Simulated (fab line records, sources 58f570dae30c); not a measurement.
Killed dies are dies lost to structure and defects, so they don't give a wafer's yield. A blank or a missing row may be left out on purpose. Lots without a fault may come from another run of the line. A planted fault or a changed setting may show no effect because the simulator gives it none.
A struck lot beside a sound one | flow berkeley_cmos170 | 14 steps out of a route of 331
Sound: wafers L221.3, L221.5, L221.6. Struck: wafers L225.2, L225.3, L225.4. The cause comes at the end.
At each step with rows: each side's tool, then ch and its chambers, then its first start. Under that, the readings that differ: sound wafers | struck wafers | difference of the means | sigmas: that difference in standard deviations of wafers without a fault.
alike: readings whose means differ by less than 2 such deviations, and words and numbers that are the same on both sides. not compared: withheld readings, readings that some wafer has no value for, bounds like >300 that may hide the same value, and numbers for which the record gives no deviation and whose values overlap.
The two part at a step that has a row with sigmas, a row that says differs or no value, or rows on one side only. Numbers that don't overlap but have no deviation are shown without sigmas and don't part them. A reading that every wafer of one side lacks parts them only if that side has two wafers or more.

first, 1 step without rows for these wafers: UCB170_NLDD_IMPLANT_09.
UCB170_NLDD_STRIP_10: strips in O2.
  sound on plasma_asher-01 ch 0,1, day 6 21:44; struck on plasma_asher-03 ch 0,1, day 7 04:08
  alike: drypump_motor_current_A, oes_product_au, strip_time_to_endpoint_s
  not compared: rf_hours_counter_h
UCB170_NLDD_TW_MEAS_11:
  sound on film_metro-04, day 6 21:50; struck on film_metro-03, day 7 04:15
  alike: NLDD_TW
then, 1 step without rows for these wafers: UCB170_NLDD_CLEAN_12 (cleans in SPM, time 600 s).
UCB170_SPACER_CVD_00: deposits SiO2 from TEOS/O2, target thk 376 nm, time 47 s.
  sound on pecvd-03 ch 1,2, day 6 22:12; struck on pecvd-03 ch 0,1, day 7 04:29
  alike: heater_power_w
UCB170_SPACER_THK_MEAS_01:
  sound on film_metro-04, day 6 22:16; struck on film_metro-01, day 7 04:32
  alike: SPACER_TEOS_THK
then, 1 step without rows for these wafers: UCB170_SPACER_ANNEAL_02 (time 1800 s).
UCB170_SPACER_ETCHBACK_03: etches SiO2 in CHF3/CF4/Ar, stops on Si, target depth 376 nm, time 100 s.
  sound on rie_diel-02 ch 1,2, day 7 01:28; struck on rie_diel-01 ch 0,2,3, day 7 08:40
  alike: drypump_motor_current_A, oes_product_au, throttle_valve_pct
  not compared: rf_hours_counter_h
then, 4 steps without rows for these wafers: UCB170_PSD_HMDS_00 (prime time 60 s); UCB170_PSD_COAT_01 (resist thk 900 nm); UCB170_PSD_SOFTBAKE_02 (time 60 s); UCB170_PSD_EXPOSE_03 (exposes mask PSELECT MOD, target cd 1200 nm).
UCB170_PSD_PEB_04:
  sound on litho_track-02 ch 0, day 7 02:38; struck on litho_track-03, day 7 09:56
  no value came back on the struck wafers for chill_plate_temp_C (C), exhaust_pa (Pa); on the sound wafers chill_plate_temp_C (C) reads 23.20 23.12 22.96
then, 1 step without rows for these wafers: UCB170_PSD_DEVELOP_05 (develop time 45 s).

WHERE THEY PART
Only at UCB170_PSD_PEB_04, within this record.

WHY: what the simulator had put in
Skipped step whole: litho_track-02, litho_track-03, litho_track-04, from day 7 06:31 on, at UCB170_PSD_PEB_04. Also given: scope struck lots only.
